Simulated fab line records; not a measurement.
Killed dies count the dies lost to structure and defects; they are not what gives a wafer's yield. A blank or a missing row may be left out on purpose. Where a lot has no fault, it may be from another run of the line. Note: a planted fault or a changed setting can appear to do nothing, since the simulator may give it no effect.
Which of the tools did it? || flow berkeley cmos170 || Sampling: 7 lots, 21 wafers, 2 of 331 route steps

WHAT THE GAUGES READ, wafer by wafer
UCB170_NWELL_OVL_MEAS_12.
{"lot": "L354", "measured": "day 2 14:31", "on": "overlay-01", "NWELL_OVL (nm)": "1 -8 -2"}
{"lot": "L358", "measured": "day 3 10:46", "on": "overlay-02", "NWELL_OVL (nm)": "1 -1 1"}
{"lot": "L363", "measured": "day 4 13:58", "on": "overlay-01", "NWELL_OVL (nm)": "8 6 5"}
{"lot": "L365", "measured": "day 5 01:38", "on": "overlay-01", "NWELL_OVL (nm)": "4 11 2"}
{"lot": "L367", "measured": "day 5 06:59", "on": "overlay-02", "NWELL_OVL (nm)": "15 9 2"}
{"lot": "L370", "measured": "day 6 09:30", "on": "overlay-02", "NWELL_OVL (nm)": "-10 -5 -5"}
{"lot": "L373", "measured": "day 7 00:23", "on": "overlay-02", "NWELL_OVL (nm)": "9 0 11"}

WHAT TOOL EACH LOT RAN ON (gives the tool, then ch and the chambers of the sampled wafers, and finally the start)
{"lot": "L354", "UCB170_ZERO_ETCH_06": "rie diel-02 ch 1,2,3, day 2 05:34"}
{"lot": "L358", "UCB170_ZERO_ETCH_06": "rie diel-02 ch 0,1,3, day 3 00:24"}
{"lot": "L363", "UCB170_ZERO_ETCH_06": "rie diel-01 ch 0,3, day 3 23:56"}
{"lot": "L365", "UCB170_ZERO_ETCH_06": "rie diel-02 ch 2,3, day 4 14:14"}
{"lot": "L367", "UCB170_ZERO_ETCH_06": "rie diel-03 ch 0,2,3, day 4 20:51"}
{"lot": "L370", "UCB170_ZERO_ETCH_06": "rie diel-01 ch 1,2,3, day 5 17:29"}
{"lot": "L373", "UCB170_ZERO_ETCH_06": "rie diel-02 ch 2,3, day 6 09:44"}
- UCB170_ZERO_ETCH_06: etches SiO2 in CHF3/CF4/Ar, time 12 s.

THE ANSWER, worked out from the rows above alone
Rule: the usual values come from the lots themselves. The widest of any qualifying gaps counts: lots, ordered by their means at a reading, are off when they make up no more than a third of the lots, leave a main group of 4 or more, and stand apart from it by 3 or more times the standard deviation of that group's means. A main group is skipped when, at the precision printed for the reading in the tables above, its means are all equal. Also off: a lot with no number at a reading for which 4 or more lots have one. All remaining lots with rows at the step are treated as sound.
Nothing can be told from this: no lot is off at any reading shown.

WHAT THE SIMULATOR HAD PUT IN
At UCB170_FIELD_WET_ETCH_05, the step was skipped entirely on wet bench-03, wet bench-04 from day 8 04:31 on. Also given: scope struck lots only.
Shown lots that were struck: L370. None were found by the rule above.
